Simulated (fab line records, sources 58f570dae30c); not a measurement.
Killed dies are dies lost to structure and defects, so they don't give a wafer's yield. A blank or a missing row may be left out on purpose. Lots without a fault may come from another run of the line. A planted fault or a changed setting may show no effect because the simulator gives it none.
Chamber matching | flow berkeley_cmos170 | UCB170_M1_ETCH_11 on rie_diel-04: 4 sister chambers
The step etches BARC in N2/H2. 7 wafers are shown with their chamber, then 7 later ones without.

WAFERS WITH THEIR CHAMBER
wafer  | chamber | drypump_motor_current_A (A) | throttle_valve_pct (%)
L776.3 | 1       | 5.6                         | 13.22
L776.5 | 2       | 6.0                         | 13.05
L778.2 | 1       | 5.6                         | 13.23
L783.4 | 3       | 5.6                         | 13.04
L783.6 | 0       | 6.3                         | 13.25
L790.3 | 0       | 6.3                         | 13.23
L790.5 | 3       | 5.7                         | 13.05

WAFERS WITHOUT THEIR CHAMBER
wafer  | drypump_motor_current_A (A) | throttle_valve_pct (%)
L790.6 | 6.3                         | 13.25
L793.1 | 6.3                         | 13.26
L793.2 | 6.0                         | 13.05
L793.4 | 5.6                         | 13.07
L794.1 | 5.6                         | 13.22
L794.3 | 6.1                         | 13.06
L794.6 | 5.7                         | 13.06

WHICH CHAMBER EACH WENT THROUGH
wafer  | from the rows above | in truth
L790.6 | 0                   | 0
L793.1 | 0                   | 0
L793.2 | 2                   | 2
L793.4 | 3                   | 3
L794.1 | 1                   | 1
L794.3 | 2                   | 2
L794.6 | 3                   | 3
Placed correctly: 7 of 7. Can't be placed from these rows: 0. Placed wrongly: 0.
How it was worked out, from the rows above alone: a wafer's distance from a chamber is the root of the sum, over the readings, of the square of ((its reading less the chamber's mean) divided by the reading's scatter). The wafer belongs to the nearest chamber; if the next one is less than 2 further off, it can't be placed. A chamber's mean is the mean of its shown wafers. The scatter: the root of (the sum of the squares of (reading less its chamber's mean) over the shown wafers, divided by (wafers less chambers)).
